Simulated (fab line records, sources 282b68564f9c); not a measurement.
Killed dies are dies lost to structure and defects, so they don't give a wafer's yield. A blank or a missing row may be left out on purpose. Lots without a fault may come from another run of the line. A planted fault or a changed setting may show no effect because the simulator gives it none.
Problem report in the 8D (eight disciplines) form, filled by code | flow rit_cmos | the parts of the form that need people (team, actions taken, sign-off) are left out

1. THE PROBLEM
run_length_s at RIT_PSD_STRIP_09 reads a mean of 117.2 s on 3 wafers of 1 lot; wafers without a fault read 207.8 s with a standard deviation of 0.49. That is -99 or more standard deviations from the usual mean.
The step: strips in O2, time 180 s.
First seen on wafer L274.2, day 6 05:29, on plasma_asher-04. The record holds 39 wafers of 13 lots with a number at this step. Rule for "out", or "out of limits": more than 4 standard deviations from the usual mean. The other wafers with a number count as sound.

2. WHAT IT IS AND WHAT IT IS NOT
question                    | is                     | is not
which readings at this step | run_length_s           | drypump_motor_current_A, rf_refl_power_W
which lots                  | L274                   | L259, L261, L263, L264, L265, L266, L267, L268, L269, L270, L275, L276
which wafers of those lots  | all that have a number | -
read on which tools         | plasma_asher-04        | plasma_asher-01, plasma_asher-03
when                        | from day 6 05:29       | up to then (30 sound wafers); but 6 sound wafers of L275, L276 came after

3. SUSPECTS, AND WHAT RULES EACH OUT
Counting: a tool at a process step up to the reading stays a suspect if it ran every lot that is out and no sound lot after the first of them.
- plasma_asher-04 at RIT_PSD_STRIP_09 (strips in O2, time 180 s): kept. It ran the lot that is out, L274 (day 6 05:29), and no sound lot after that; its last sound lot up to then is L269 (day 5 07:13). Its own readings are out on those wafers: run_length_s.
Left after counting: plasma_asher-04 at RIT_PSD_STRIP_09.

4. THE CAUSE (what the simulator had put in)
Strip aborted: plasma_asher-04, from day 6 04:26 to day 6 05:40, at RIT_PSD_STRIP_09. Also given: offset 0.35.
Counting left only this tool.

5. THE CHAIN OF EFFECTS, in route order
Each row: a reading whose mean over the struck wafers that have a number lies more than 3 standard deviations from the usual. Only readings for which the record gives a usual standard deviation are gone through. hours: the time from each lot's start at the first step in this table that gives one to its start at this step, as a median over the lots. sigmas: the change in usual standard deviations.
hours | step             | reading             | usual   | on struck wafers | change | sigmas
0     | RIT_PSD_STRIP_09 | run_length_s        | 207.8 s | 117.2            | -90.6  | -99 or more
8     | RIT_M1_PROBE_99  | killed_at_front_end | 7       | 264              | +257   | +80
8     | RIT_M1_PROBE_99  | killed_dies         | 7       | 264              | +257   | +80
8     | RIT_M1_PROBE_99  | killed_on_rim       | 1.9     | 70.0             | +68.1  | +49
The process steps in it:
- RIT_PSD_STRIP_09: strips in O2, time 180 s.
- RIT_M1_PROBE_99

6. WHAT WOULD HAVE CAUGHT IT SOONER
In this record the first reading out of limits was taken at day 6 05:29, 1 hour after the fault began at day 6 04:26.
